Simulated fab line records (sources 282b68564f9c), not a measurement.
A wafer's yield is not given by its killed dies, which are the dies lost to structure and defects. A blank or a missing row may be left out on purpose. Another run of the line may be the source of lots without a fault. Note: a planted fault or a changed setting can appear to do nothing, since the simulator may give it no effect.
Split-lot experiment -- flow ritCmos -- route with 202 steps; 5 lots, 27 wafers read

ABOUT THE SPLIT
At RIT_SPACER_ETCHBACK_05 (etches Si3N4 in SF6/CHF3, stops on SiO2, target depth 250 nm, time 240 s), the setting timeS was moved away from the recipe's 240 s on 9 of the 27 wafers read, by -38.9% to +55.0%. The other wafers ran this setting at the recipe's value.

FROM THE SPLIT TO THE READING: what the file shows between them, 3 steps
- RIT_NSD_HMDS_00: prime time 60 s
- RIT_NSD_COAT_01: resist thk 1000 nm
- RIT_PSD_STRIP_09: strips in O2, time 180 s

THE READING
SiO2_of_FOX2_OXIDATION_00.thkNm (the simulator's own value, which no gauge read), in nm, at RIT_SDANNEAL_CLEAN_00 (cleans in SC1, time 600 s). The file does not state a usual value for it. The 18 wafers here that ran the recipe average 184.7 nm, standard deviation 5.3 nm.

wafer,"tool, chamber at the split","timeS as run, s",against the recipe,"SiO2_of_FOX2_OXIDATION_00.thkNm, nm",against lot-mates on the recipe
L074.1,"rieDiel-02, 1",240,recipe,177.3,-
L074.2,"rieDiel-02, 2",240,recipe,180,-
L074.3,"rieDiel-02, 3",240,recipe,189.9,-
L074.4,"rieDiel-02, 0",240,recipe,182.5,-
L074.5,"rieDiel-02, 3",240,recipe,184.6,-
L074.6,"rieDiel-02, 0",240,recipe,179.6,-
L075.1,"rieDiel-03, 3",240,recipe,187.9,-
L075.2,"rieDiel-03, 2",347.8,+44.9%,163.4,-25.6
L075.3,"rieDiel-03, 1",240,recipe,188.3,-
L075.4,"rieDiel-03, 0",347.8,+44.9%,162.2,-26.8
L075.5,"rieDiel-03, 2",347.8,+44.9%,165.2,-23.8
L075.6,"rieDiel-03, 1",240,recipe,190.8,-
L076.1,"rieDiel-02, 1",146.6,-38.9%,201.9,+21.9
L076.2,"rieDiel-02, 3",240,recipe,180.9,-
L076.3,"rieDiel-02, 2",146.6,-38.9%,201.8,+21.8
L076.4,"rieDiel-02, 0",240,recipe,176.7,-
L076.5,"rieDiel-02, 0",240,recipe,182.3,-
L076.6,"rieDiel-02, 3",146.6,-38.9%,196.7,+16.7
L080.1,"rieDiel-03, 3",240,recipe,191.4,-
L080.2,"rieDiel-03, 0",372,+55.0%,157.4,-32.9
L080.3,"rieDiel-03, 1",372,+55.0%,158.6,-31.7
L080.4,"rieDiel-03, 2",240,recipe,189.6,-
L080.5,"rieDiel-03, 2",240,recipe,189.8,-
L080.6,"rieDiel-03, 3",372,+55.0%,160.6,-29.7
L082.3,"rieDiel-03, 3",240,recipe,185.4,-
L082.4,"rieDiel-03, 2",240,recipe,175.9,-
L082.6,"rieDiel-03, 2",240,recipe,192.2,-

THE FIT
A straight line over all 27 wafers: SiO2_of_FOX2_OXIDATION_00.thkNm changes by -0.449 nm for each +1% of timeS; r = -0.93; the points scatter about the line by 4.7 nm.
The same after taking each lot's own level away (the mean of its wafers on the recipe; 27 wafers): -0.554 nm for each +1%; r = -0.98; scatter 3.4 nm.
That fit puts the effect of the largest move of timeS on the reading at 30 nm.
The lots' own levels span 179.97 to 190.27 nm, that is 1.9 times the standard deviation above.
Hence the slope depends on the lot-to-lot level, as the two fits are not the same.
Check: with one of the wafers moved furthest among these (+55.0%) left out of the fit, the line predicts -30.4 nm for it against its lot-mates. It came out at -32.9 nm against them.

ADDITIONAL SPLITS CARRIED BY THESE WAFERS
These wafers also went through other splits before the reading. Each is held against what the fit with the lots' levels taken away leaves over:
other split on the same wafers,wafers away from the commonest value,r with SiO2_of_FOX2_OXIDATION_00.thkNm (lot level and that fit taken away)
RIT_ACTIVE_CVD_03 timeS,12,+0.01
RIT_GATE_CVD_08 timeS,18,+0.00

THE WHOLE CHAIN: every reading that the file lists as answering this split, in the file's order
step,what it does,reading,change (the file's fit),r (the file's)
RIT_SPACER_ETCHBACK_05,"etches Si3N4 in SF6/CHF3, stops on SiO2, target depth 250 nm, time 240 s","etch.depthNm (the simulator's own value, which no gauge read)","not straight: 187.2 at the lowest setting, 249.4 at the recipe, 250.5 at the highest",not given
RIT_SPACER_ETCHBACK_05,"etches Si3N4 in SF6/CHF3, stops on SiO2, target depth 250 nm, time 240 s","Si3N4_of_SPACER_CVD_03.thkNm (the simulator's own value, which no gauge read)",-0.541 nm for each +1% of the setting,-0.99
RIT_SDANNEAL_CLEAN_00,"cleans in SC1, time 600 s","SiO2_of_FOX2_OXIDATION_00.thkNm (the simulator's own value, which no gauge read)",-0.557 nm for each +1% of the setting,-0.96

FILE'S OWN FIT
SiO2_of_FOX2_OXIDATION_00.thkNm changes by -0.557 nm for each +1% of timeS, r = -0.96.
